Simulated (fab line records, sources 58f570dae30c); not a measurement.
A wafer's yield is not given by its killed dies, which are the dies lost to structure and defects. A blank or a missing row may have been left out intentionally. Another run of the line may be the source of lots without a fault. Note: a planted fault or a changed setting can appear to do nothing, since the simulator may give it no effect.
Which of the tools did it? / flow berkeleyCmos170 / 42 wafers from 14 lots sampled at 5 of the route's 331 steps

## WHAT EACH GAUGE READ, for each wafer
UCB170_M2_CD_MEAS_15 targets a cd of 700 nm. Usual: cdNm at 699.4 nm, with a standard deviation of 1.3.
lot=L706; measured=day 7 01:01; on=cdSem-01; cdNm (nm)=699.2 701.3 698.9; flag=
lot=L707; measured=day 7 04:00; on=cdSem-02; cdNm (nm)=699.1 698.2 698.1; flag=
lot=L709; measured=day 8 01:29; on=cdSem-02; cdNm (nm)=698.9 699.0 697.3; flag=
lot=L710; measured=day 8 01:01; on=cdSem-01; cdNm (nm)=699.6 699.6 699.6; flag=
lot=L708; measured=day 8 01:36; on=cdSem-02; cdNm (nm)=699.5 701.0 700.1; flag=
lot=L713; measured=day 8 06:28; on=cdSem-01; cdNm (nm)=700.1 700.9 701.0; flag=
lot=L716; measured=day 9 07:34; on=cdSem-02; cdNm (nm)=700.8 699.2 699.6; flag=
lot=L718; measured=day 9 21:57; on=cdSem-02; cdNm (nm)=699.4 698.1 698.5; flag=
lot=L720; measured=day 10 08:26; on=cdSem-02; cdNm (nm)=698.8 697.1 698.5; flag=
lot=L721; measured=day 10 09:14; on=cdSem-02; cdNm (nm)=698.5 697.4 697.1; flag=
lot=L722; measured=day 10 13:12; on=cdSem-01; cdNm (nm)=698.1 699.2 698.8; flag=
lot=L727; measured=day 11 12:09; on=cdSem-02; cdNm (nm)=698.2 698.8 698.0; flag=
lot=L728; measured=day 12 06:16; on=cdSem-02; cdNm (nm)=698.7 699.7 698.5; flag=
lot=L729; measured=day 12 05:59; on=cdSem-01; cdNm (nm)=700.1 699.0 698.8; flag=

UCB170_V2_THK_MEAS_01. Usual: V2_TEOS_THK gives 1994 nm (standard deviation 24).
lot=L706; measured=day 7 01:51; on=filmMetro-04; V2_TEOS_THK (nm)=1975 2027 1981; flag=
lot=L707; measured=day 7 04:44; on=filmMetro-04; V2_TEOS_THK (nm)=1976 2006 1989; flag=
lot=L709; measured=day 8 02:14; on=filmMetro-01; V2_TEOS_THK (nm)=1981 1977 2024; flag=
lot=L710; measured=day 8 01:47; on=filmMetro-04; V2_TEOS_THK (nm)=1968 2006 1987; flag=
lot=L708; measured=day 8 02:22; on=filmMetro-01; V2_TEOS_THK (nm)=1990 1953 1986; flag=
lot=L713; measured=day 8 07:14; on=filmMetro-01; V2_TEOS_THK (nm)=969 970 989; flag=OFF
lot=L716; measured=day 9 08:20; on=filmMetro-01; V2_TEOS_THK (nm)=929 959 911; flag=OFF
lot=L718; measured=day 9 22:48; on=filmMetro-02; V2_TEOS_THK (nm)=2018 1992 2038; flag=
lot=L720; measured=day 10 09:11; on=filmMetro-02; V2_TEOS_THK (nm)=1989 2015 2025; flag=
lot=L721; measured=day 10 09:59; on=filmMetro-02; V2_TEOS_THK (nm)=1976 1996 2009; flag=
lot=L722; measured=day 10 13:57; on=filmMetro-02; V2_TEOS_THK (nm)=1974 2010 2028; flag=
lot=L727; measured=day 11 12:55; on=filmMetro-04; V2_TEOS_THK (nm)=1987 1985 1999; flag=
lot=L728; measured=day 12 07:01; on=filmMetro-01; V2_TEOS_THK (nm)=1980 2016 2014; flag=
lot=L729; measured=day 12 06:45; on=filmMetro-02; V2_TEOS_THK (nm)=1973 1980 2025; flag=

## EACH LOT AND THE TOOL THAT RAN IT (in order: tool; ch and the chambers of the sampled wafers; start)
lot=L706; UCB170_CONTACT_STRIP_19=plasmaAsher-03 ch 0,1, day 6 13:41; UCB170_V1_CMP_02=cmp-01 ch 0,1,2, day 6 19:13; UCB170_V2_CVD_00=pecvd-02 ch 0,1,2, day 7 01:41
lot=L707; UCB170_CONTACT_STRIP_19=plasmaAsher-03 ch 0,1, day 6 16:59; UCB170_V1_CMP_02=cmp-01 ch 0,1,3, day 6 21:43; UCB170_V2_CVD_00=pecvd-01 ch 0,1,2, day 7 04:34
lot=L709; UCB170_CONTACT_STRIP_19=plasmaAsher-02 ch 0,1, day 7 12:03; UCB170_V1_CMP_02=cmp-01 ch 0,1,3, day 7 19:50; UCB170_V2_CVD_00=pecvd-01 ch 1,2, day 8 02:05
lot=L710; UCB170_CONTACT_STRIP_19=plasmaAsher-03 ch 0,1, day 7 13:07; UCB170_V1_CMP_02=cmp-01 ch 0,1,2, day 7 19:32; UCB170_V2_CVD_00=pecvd-02 ch 0,1,2, day 8 01:38
lot=L708; UCB170_CONTACT_STRIP_19=plasmaAsher-02 ch 0, day 7 13:23; UCB170_V1_CMP_02=cmp-01 ch 1,2,3, day 7 20:11; UCB170_V2_CVD_00=pecvd-03 ch 0,1,2, day 8 02:13
lot=L713; UCB170_CONTACT_STRIP_19=plasmaAsher-02 ch 0,1, day 7 18:14; UCB170_V1_CMP_02=cmp-02 ch 1,2,3, day 8 00:49; UCB170_V2_CVD_00=pecvd-01 ch 0,1,2, day 8 07:04
lot=L716; UCB170_CONTACT_STRIP_19=plasmaAsher-01 ch 0,1, day 8 19:29; UCB170_V1_CMP_02=cmp-01 ch 1,2, day 9 03:16; UCB170_V2_CVD_00=pecvd-01 ch 0,1, day 9 08:11
lot=L718; UCB170_CONTACT_STRIP_19=plasmaAsher-02 ch 0,1, day 9 09:29; UCB170_V1_CMP_02=cmp-02 ch 1,3, day 9 17:52; UCB170_V2_CVD_00=pecvd-03 ch 0,1, day 9 22:38
lot=L720; UCB170_CONTACT_STRIP_19=plasmaAsher-03 ch 0,1, day 9 17:11; UCB170_V1_CMP_02=cmp-02 ch 1,2,3, day 10 01:13; UCB170_V2_CVD_00=pecvd-03 ch 0,1,2, day 10 09:01
lot=L721; UCB170_CONTACT_STRIP_19=plasmaAsher-03 ch 0,1, day 9 19:05; UCB170_V1_CMP_02=cmp-01 ch 1,2,3, day 10 01:10; UCB170_V2_CVD_00=pecvd-02 ch 0,1,2, day 10 09:49
lot=L722; UCB170_CONTACT_STRIP_19=plasmaAsher-01 ch 0,1, day 10 02:47; UCB170_V1_CMP_02=cmp-02 ch 0,1,2, day 10 09:01; UCB170_V2_CVD_00=pecvd-03 ch 0,2, day 10 13:47
lot=L727; UCB170_CONTACT_STRIP_19=plasmaAsher-03 ch 0,1, day 11 00:59; UCB170_V1_CMP_02=cmp-02 ch 0,1,2, day 11 06:05; UCB170_V2_CVD_00=pecvd-02 ch 0,2, day 11 12:46
lot=L728; UCB170_CONTACT_STRIP_19=plasmaAsher-02 ch 0,1, day 11 16:42; UCB170_V1_CMP_02=cmp-02 ch 0,2, day 11 23:56; UCB170_V2_CVD_00=pecvd-02 ch 0,1, day 12 06:52
lot=L729; UCB170_CONTACT_STRIP_19=plasmaAsher-01 ch 0,1, day 11 17:05; UCB170_V1_CMP_02=cmp-01 ch 0,2,3, day 11 23:54; UCB170_V2_CVD_00=pecvd-01 ch 0,1,2, day 12 06:36
- UCB170_CONTACT_STRIP_19: strips in O2.
- UCB170_V1_CMP_02: polishes SiO2.
- UCB170_V2_CVD_00: deposits SiO2 from TEOS/O2, target thk 2000 nm, time 250 s.

## AS READ BY THE TOOLS THEMSELVES (means over the sampled wafers that have a number; for cases with no such wafer, the mark the record gives instead)
UCB170_CONTACT_STRIP_19. Usual: chamberPressureMTorr 3500 mTorr, standard deviation 3.4; drypumpMotorCurrentA 5.8 A, standard deviation 0.55; oesProductAu 0.725 a.u., standard deviation 0.0045.
lot=L706; tool=plasmaAsher-03; chamberPressureMTorr (mTorr)=3497; drypumpMotorCurrentA (A)=6.2; oesProductAu (a.u.)=0.724; flag=
lot=L707; tool=plasmaAsher-03; chamberPressureMTorr (mTorr)=3502; drypumpMotorCurrentA (A)=6.2; oesProductAu (a.u.)=0.727; flag=
lot=L709; tool=plasmaAsher-02; chamberPressureMTorr (mTorr)=3499; drypumpMotorCurrentA (A)=5.7; oesProductAu (a.u.)=0.723; flag=
lot=L710; tool=plasmaAsher-03; chamberPressureMTorr (mTorr)=3499; drypumpMotorCurrentA (A)=6.2; oesProductAu (a.u.)=0.723; flag=
lot=L708; tool=plasmaAsher-02; chamberPressureMTorr (mTorr)=3500; drypumpMotorCurrentA (A)=6.0; oesProductAu (a.u.)=0.726; flag=
lot=L713; tool=plasmaAsher-02; chamberPressureMTorr (mTorr)=3505; drypumpMotorCurrentA (A)=5.7; oesProductAu (a.u.)=0.725; flag=
lot=L716; tool=plasmaAsher-01; chamberPressureMTorr (mTorr)=3501; drypumpMotorCurrentA (A)=5.3; oesProductAu (a.u.)=0.726; flag=
lot=L718; tool=plasmaAsher-02; chamberPressureMTorr (mTorr)=3504; drypumpMotorCurrentA (A)=5.9; oesProductAu (a.u.)=0.724; flag=
lot=L720; tool=plasmaAsher-03; chamberPressureMTorr (mTorr)=3502; drypumpMotorCurrentA (A)=5.7; oesProductAu (a.u.)=0.725; flag=
lot=L721; tool=plasmaAsher-03; chamberPressureMTorr (mTorr)=3498; drypumpMotorCurrentA (A)=6.2; oesProductAu (a.u.)=0.727; flag=
lot=L722; tool=plasmaAsher-01; chamberPressureMTorr (mTorr)=3502; drypumpMotorCurrentA (A)=5.3; oesProductAu (a.u.)=0.724; flag=
lot=L727; tool=plasmaAsher-03; chamberPressureMTorr (mTorr)=3498; drypumpMotorCurrentA (A)=5.6; oesProductAu (a.u.)=0.726; flag=
lot=L728; tool=plasmaAsher-02; chamberPressureMTorr (mTorr)=3498; drypumpMotorCurrentA (A)=5.7; oesProductAu (a.u.)=0.730; flag=
lot=L729; tool=plasmaAsher-01; chamberPressureMTorr (mTorr)=3499; drypumpMotorCurrentA (A)=5.3; oesProductAu (a.u.)=0.724; flag=

UCB170_V1_CMP_02. Usual: motorCurrentA at 15.1 A, with a standard deviation of 1.8.
lot=L706; tool=cmp-01; motorCurrentA (A)=13.8; flag=
lot=L707; tool=cmp-01; motorCurrentA (A)=15.4; flag=
lot=L709; tool=cmp-01; motorCurrentA (A)=15.5; flag=
lot=L710; tool=cmp-01; motorCurrentA (A)=13.7; flag=
lot=L708; tool=cmp-01; motorCurrentA (A)=14.1; flag=
lot=L713; tool=cmp-02; motorCurrentA (A)=15.5; flag=
lot=L716; tool=cmp-01; motorCurrentA (A)=12.6; flag=
lot=L718; tool=cmp-02; motorCurrentA (A)=14.8; flag=
lot=L720; tool=cmp-02; motorCurrentA (A)=14.9; flag=
lot=L721; tool=cmp-01; motorCurrentA (A)=14.1; flag=
lot=L722; tool=cmp-02; motorCurrentA (A)=15.7; flag=
lot=L727; tool=cmp-02; motorCurrentA (A)=15.6; flag=
lot=L728; tool=cmp-02; motorCurrentA (A)=16.0; flag=
lot=L729; tool=cmp-01; motorCurrentA (A)=15.9; flag=

UCB170_V2_CVD_00. Usual: heaterPowerW at 254 W, with a standard deviation of 51.
lot=L706; tool=pecvd-02; heaterPowerW (W)=245; flag=
lot=L707; tool=pecvd-01; heaterPowerW (W)=294; flag=
lot=L709; tool=pecvd-01; heaterPowerW (W)=295; flag=
lot=L710; tool=pecvd-02; heaterPowerW (W)=242; flag=
lot=L708; tool=pecvd-03; heaterPowerW (W)=233; flag=
lot=L713; tool=pecvd-01; heaterPowerW (W)=239; flag=
lot=L716; tool=pecvd-01; heaterPowerW (W)=271; flag=
lot=L718; tool=pecvd-03; heaterPowerW (W)=257; flag=
lot=L720; tool=pecvd-03; heaterPowerW (W)=227; flag=
lot=L721; tool=pecvd-02; heaterPowerW (W)=268; flag=
lot=L722; tool=pecvd-03; heaterPowerW (W)=199; flag=
lot=L727; tool=pecvd-02; heaterPowerW (W)=258; flag=
lot=L728; tool=pecvd-02; heaterPowerW (W)=241; flag=
lot=L729; tool=pecvd-01; heaterPowerW (W)=243; flag=

## THE ANSWER, worked out from the rows above alone
Rule: take the mean of a lot's wafers that have a number; if it is more than 3 standard deviations from the usual mean, the lot is off. Also off: a lot with no number at a reading for which 4 or more lots have one. The other lots that the step has rows for count as sound. Order of review: gauges by route order, followed by the tools' own readings, for which a lot's mean as printed above is used. The first step at which some lot is off is used, and at that step the reading that is off furthest; a lot without a number counts as furthest.
Off: L713, L716, seen at UCB170_V2_THK_MEAS_01 (V2_TEOS_THK).
If a tool, at a process step before that reading, ran all the lots that are off and no sound lot after the first of them, it fits. The gauges at UCB170_V2_THK_MEAS_01 are tried like those tools. Of those tried, none fits.

## WHAT THE SIMULATOR PUT IN
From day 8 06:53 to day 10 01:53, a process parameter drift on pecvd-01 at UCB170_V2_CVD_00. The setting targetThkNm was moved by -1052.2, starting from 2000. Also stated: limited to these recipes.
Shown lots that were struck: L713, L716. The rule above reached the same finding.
